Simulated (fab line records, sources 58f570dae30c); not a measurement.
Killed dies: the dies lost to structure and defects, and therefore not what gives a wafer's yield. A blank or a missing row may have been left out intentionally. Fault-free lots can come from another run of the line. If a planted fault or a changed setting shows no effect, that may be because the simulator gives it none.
Which tool is to blame? :: flow berkeleyCmos170 :: Sampling: 14 lots, 42 wafers, 2 of 331 route steps

## WHAT THE GAUGES READ, wafer by wafer
UCB170_PLDD_CD_MEAS_06: the cd target is 1200 nm. Usual: cdNm at 1200.1 nm, with a standard deviation of 1.6.
lot: L269
measured: day 6 19:57
on: cdSem-01
cdNm (nm): 1199.3 1199.4 1200.3
flag: 

lot: L270
measured: day 6 20:05
on: cdSem-02
cdNm (nm): 1199.3 1200.5 1200.9
flag: 

lot: L271
measured: day 6 20:13
on: cdSem-01
cdNm (nm): 1198.3 1199.0 1199.2
flag: 

lot: L273
measured: day 7 05:52
on: cdSem-01
cdNm (nm): 1200.8 1202.5 1201.4
flag: 

lot: L272
measured: day 7 05:59
on: cdSem-02
cdNm (nm): 1202.4 1202.0 1202.0
flag: 

lot: L276
measured: day 7 18:15
on: cdSem-01
cdNm (nm): 1201.2 1200.7 1199.2
flag: 

lot: L281
measured: day 8 18:04
on: cdSem-01
cdNm (nm): 1197.8 1197.4 1197.8
flag: 

lot: L284
measured: day 9 07:11
on: cdSem-02
cdNm (nm): 1200.0 1199.9 1199.9
flag: 

lot: L283
measured: day 9 07:48
on: cdSem-01
cdNm (nm): 1200.0 1200.0 1199.7
flag: 

lot: L285
measured: day 9 10:17
on: cdSem-01
cdNm (nm): 1199.8 1200.6 1200.4
flag: 

lot: L289
measured: day 10 03:44
on: cdSem-02
cdNm (nm): 1200.8 1202.2 1201.8
flag: 

lot: L291
measured: day 10 11:02
on: cdSem-02
cdNm (nm): 1200.8 1200.6 1200.5
flag: 

lot: L292
measured: day 10 11:18
on: cdSem-02
cdNm (nm): 1201.3 1198.6 1200.5
flag: 

lot: L290
measured: day 10 11:31
on: cdSem-02
cdNm (nm): 1202.1 1201.6 1201.5
flag: 

UCB170_NLDD_CD_MEAS_06: the cd target is 1200 nm. Usual: cdNm at 1200.2 nm, with a standard deviation of 1.8.
lot: L269
measured: day 6 21:55
on: cdSem-01
cdNm (nm): 1202.0 1204.6 1202.4
flag: 

lot: L270
measured: day 6 22:11
on: cdSem-01
cdNm (nm): 1201.0 1201.0 1200.3
flag: 

lot: L271
measured: day 6 22:26
on: cdSem-02
cdNm (nm): 1198.8 1200.6 1200.9
flag: 

lot: L273
measured: day 7 08:04
on: cdSem-02
cdNm (nm): 1200.3 1201.2 1199.7
flag: 

lot: L272
measured: day 7 08:11
on: cdSem-02
cdNm (nm): 1200.3 1198.8 1199.6
flag: 

lot: L276
measured: day 7 20:49
on: cdSem-01
cdNm (nm): 1200.3 1199.8 1201.4
flag: 

lot: L281
measured: day 8 20:44
on: cdSem-02
cdNm (nm): 1198.4 1198.5 1198.0
flag: 

lot: L284
measured: day 9 08:56
on: cdSem-01
cdNm (nm): 1204.4 1203.5 1203.2
flag: 

lot: L283
measured: day 9 09:57
on: cdSem-02
cdNm (nm): 1203.2 1200.9 1200.7
flag: 

lot: L285
measured: day 9 12:34
on: cdSem-02
cdNm (nm): 1200.6 1200.1 1201.0
flag: 

lot: L289
measured: day 10 06:53
on: cdSem-01
cdNm (nm): 1198.5 1197.6 1196.8
flag: 

lot: L291
measured: day 10 12:59
on: cdSem-02
cdNm (nm): 1200.0 1199.8 1200.3
flag: 

lot: L292
measured: day 10 13:14
on: cdSem-01
cdNm (nm): 1200.6 1199.7 1199.2
flag: 

lot: L290
measured: day 10 13:28
on: cdSem-02
cdNm (nm): 1199.1 1199.2 1198.2
flag: 

## WHAT TOOL EACH LOT RAN ON (gives the tool, then ch and the chambers of the sampled wafers, and finally the start)
No process step before these readings appears in the record.

## AS READ BY THE TOOLS THEMSELVES (means over the sampled wafers that have a number; for cases with no such wafer, the mark the record gives instead)
The record holds no such reading with a usual standard deviation.

## THE ANSWER, worked out from the rows above alone
Rule: lot off if the mean of its wafers having a number is beyond 3 standard deviations from the usual mean. Also off: a lot with no number at a reading for which 4 or more lots have one. Any other lot the step has rows for is counted as sound. Order of review: gauges by route order, followed by the tools' own readings, for which a lot's mean as printed above is used. At the first step where some lot is off, the reading lying furthest off is the one used; lots without a number count as furthest.
Across all readings shown, no lot is off: no conclusion can be drawn from this.

## WHAT THE SIMULATOR HAD INSERTED
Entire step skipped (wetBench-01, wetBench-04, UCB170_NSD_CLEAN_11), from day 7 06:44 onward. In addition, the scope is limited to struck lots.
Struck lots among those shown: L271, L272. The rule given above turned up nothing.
